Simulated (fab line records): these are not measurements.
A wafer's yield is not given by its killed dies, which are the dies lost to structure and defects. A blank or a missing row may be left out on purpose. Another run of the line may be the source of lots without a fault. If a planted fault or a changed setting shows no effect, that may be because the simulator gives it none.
One fault through the eyes of 2 desks + flow rit cmos + each desk holds nothing but its own numbers, with what lay behind them at the end

## THE TOOL OWNER'S DESK: implanter-04
RIT_PLDD_IMPLANT_08, tool's own readings: per-lot mean of the sampled wafers with a number, covering each lot this tool ran. If a lot's mean is further than 4 standard deviations from the usual mean, the lot is out of limits and carries the mark OUT (the distance appears in the brackets).
Columns: A = beam energy keV at RIT_PLDD_IMPLANT_08, usual 20.000
| lot  | first seen here | A                        |
|------|-----------------|--------------------------|
| L945 | day 3 06:32     | 19.999                   |
| L947 | day 3 17:22     | 20.001                   |
| L950 | day 4 06:25     | 20.001                   |
| L955 | day 5 16:23     | 15.178 (-99 or more) OUT |
| L956 | day 5 20:41     | 15.179 (-99 or more) OUT |
This desk's finding: out of limits on L955, L956; first on L955, day 5 16:23 (beam energy keV at RIT_PLDD_IMPLANT_08). L945, L947, L950: within limits.

## FROM THE METROLOGY DESK
What the gauges read for every lot (on any tool): the sampled wafers with a number, averaged. If a lot's mean is further than 4 standard deviations from the usual mean, the lot is out of limits and carries the mark OUT (the distance appears in the brackets).
Columns: A = FOX1_OXIDE_THK at RIT_FOX1_THK_MEAS_01, usual 348 nm; B = PLDD_OVL at RIT_PLDD_OVL_MEAS_06, usual 0.6 nm; C = PLDD_TW at RIT_PLDD_TW_MEAS_10, usual 2304; D = PLDD_RS at RIT_SDANNEAL_RS_MEAS_06, usual 178.4 ohm/sq
| lot  | first seen here | A   | B    | C               | D               |
|------|-----------------|-----|------|-----------------|-----------------|
| L943 | day 1 17:38     | 340 | -0.3 | 2346            | 177.6           |
| L944 | day 1 21:49     | 348 | -0.6 | 2300            | 177.9           |
| L945 | day 2 04:23     | 345 | 1.5  | 2364            | 177.0           |
| L946 | day 2 08:29     | 353 | 1.9  | 2292            | 178.2           |
| L947 | day 2 14:40     | 336 | 0.1  | 2286            | 178.2           |
| L948 | day 2 18:00     | 358 | 0.9  | 2289            | 178.5           |
| L949 | day 2 23:35     | 346 | -1.1 | 2305            | 178.5           |
| L950 | day 3 03:59     | 348 | 3.1  | 2305            | 178.9           |
| L952 | day 3 15:44     | 351 | 1.9  | 2331            | 178.6           |
| L955 | day 4 09:48     | 350 | -1.1 | 2117 (-6.2) OUT | 195.9 (+32) OUT |
| L956 | day 4 15:26     | 345 | 1.6  | 2124 (-6.0) OUT | 197.3 (+35) OUT |
| L963 | day 5 21:31     | 335 | -0.9 | 2272            | 178.7           |
| L966 | day 6 12:53     | 351 | 0.3  | 2287            | 178.5           |
Per this desk, out of limits: L955, L956; the first was L955, day 5 16:42 (PLDD_TW at RIT_PLDD_TW_MEAS_10). L943, L944, L945, L946, L947, L948, L949, L950, L952, L963, L966: within limits.

## TAKEN TOGETHER
On L955, L956, at day 5 16:23, an alarm was possible from the tool owner's desk.
Metrology desk: alarm possible at day 5 16:42 on L955, L956.
The lots listed all ran RIT_PLDD_IMPLANT_08 on implanter-04.

## WHAT WAS PUT IN BY THE SIMULATOR
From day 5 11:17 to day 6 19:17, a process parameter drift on implanter-04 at RIT_PLDD_IMPLANT_08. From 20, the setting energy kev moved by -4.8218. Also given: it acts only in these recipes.
Struck lots among those shown: L955, L956.
Counting hours from when the fault started, the first reading out of limits came at 5 for the tool owner's desk and at 5 for the metrology desk.
